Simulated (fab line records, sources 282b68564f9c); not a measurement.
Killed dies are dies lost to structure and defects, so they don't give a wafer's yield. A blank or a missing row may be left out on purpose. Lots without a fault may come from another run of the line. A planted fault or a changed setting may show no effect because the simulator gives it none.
Tool commonality check | flow rit_cmos | 13 lots, 39 wafers sampled

WHY IT WAS OPENED
At RIT_ACTIVE_THK_MEAS_02 the reading ACTIVE_OXIDE_THK is flagged on 1 of 13 lots. Wafers without a fault read 46.8 nm, standard deviation 1.1.
Rule: a lot is flagged when every wafer of it that has a number lies more than 4 standard deviations from that mean, or none has a number. The other lots count as sound.

lot  | measured    | on            | ACTIVE_OXIDE_THK (nm), wafer by wafer | flag
L872 | day 1 12:04 | film_metro-04 | 48.0 48.5 47.9                        |
L873 | day 1 17:46 | film_metro-04 | 47.2 47.2 47.5                        |
L876 | day 2 08:04 | film_metro-02 | 44.8 45.5 45.9                        |
L877 | day 2 13:04 | film_metro-02 | 48.8 48.9 48.1                        |
L878 | day 2 18:04 | film_metro-03 | 46.8 46.5 46.4                        |
L879 | day 2 23:04 | film_metro-03 | 45.7 45.7 45.5                        |
L880 | day 3 04:03 | film_metro-03 | 46.1 46.8 46.4                        |
L881 | day 3 09:07 | film_metro-02 | 46.2 45.7 46.4                        |
L882 | day 3 14:04 | film_metro-02 | 47.4 47.5 48.2                        |
L883 | day 3 19:03 | film_metro-03 | 47.0 47.3 47.1                        |
L885 | day 4 05:04 | film_metro-04 | 46.4 47.7 46.1                        |
L890 | day 5 06:15 | film_metro-03 | 38.5 38.0 38.9                        | FLAGGED
L894 | day 6 03:02 | film_metro-03 | 47.7 47.9 47.5                        |
The numbers of the flagged lots are 38.5 nm on average: -8.3 nm against the usual, or -8 standard deviations.

WHICH TOOL RAN EACH LOT
The record holds 1 process step before the reading, out of a route of 202 steps. In each cell: the tool, then ch and the chambers that the sampled wafers went through, then the start.
lot  | flag    | RIT_ACTIVE_OXIDATION_01
L872 |         | furnace-02 ch 0, day 1 10:07
L873 |         | furnace-02 ch 0, day 1 15:50
L876 |         | furnace-04 ch 0, day 2 06:07
L877 |         | furnace-02 ch 0, day 2 11:07
L878 |         | furnace-01 ch 0, day 2 16:07
L879 |         | furnace-04 ch 0, day 2 21:07
L880 |         | furnace-01 ch 0, day 3 02:07
L881 |         | furnace-01 ch 0, day 3 07:10
L882 |         | furnace-01 ch 0, day 3 12:07
L883 |         | furnace-04 ch 0, day 3 17:07
L885 |         | furnace-02 ch 0, day 4 03:07
L890 | FLAGGED | furnace-02 ch 0, day 5 04:18
L894 |         | furnace-01 ch 0, day 6 01:07
What these steps do:
- RIT_ACTIVE_OXIDATION_01: target thk 46.8 nm, ox time 3360 s.
- RIT_ACTIVE_THK_MEAS_02

FLAGGED OVER TOTAL, TOOL BY TOOL (the gauges that took the reading come last)
step                    | tool          | lots run | flagged | share of the flagged lots | sound lots run after its first flagged lot
RIT_ACTIVE_OXIDATION_01 | furnace-01    | 5        | 0       | none                      | -
RIT_ACTIVE_OXIDATION_01 | furnace-02    | 5        | 1       | all                       | 0
RIT_ACTIVE_OXIDATION_01 | furnace-04    | 3        | 0       | none                      | -
RIT_ACTIVE_THK_MEAS_02  | film_metro-02 | 4        | 0       | none                      | -
RIT_ACTIVE_THK_MEAS_02  | film_metro-03 | 6        | 1       | all                       | 1 (L894)
RIT_ACTIVE_THK_MEAS_02  | film_metro-04 | 3        | 0       | none                      | -

WHAT THE TABLE ALLOWS
2 rows of the table ran every flagged lot: furnace-02 at RIT_ACTIVE_OXIDATION_01, film_metro-03 at RIT_ACTIVE_THK_MEAS_02.
- furnace-02 at RIT_ACTIVE_OXIDATION_01: 1 of its 5 lots flagged. Its last sound lot is L885 (day 4 03:07), its first flagged lot L890 (day 5 04:18): a fault that began between those two fits.
- film_metro-03 at RIT_ACTIVE_THK_MEAS_02: 1 of its 6 lots flagged. Sound lots ran on it after the first flagged one (L894), which a lasting fault on the whole tool wouldn't allow.
One tool is left: furnace-02 at RIT_ACTIVE_OXIDATION_01.

WHAT THE SIMULATOR HAD PUT IN
Process parameter drift: furnace-02, from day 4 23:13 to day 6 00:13, at RIT_ACTIVE_OXIDATION_01. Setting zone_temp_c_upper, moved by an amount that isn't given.
Lots struck among those shown: L890. The rule above found the same.
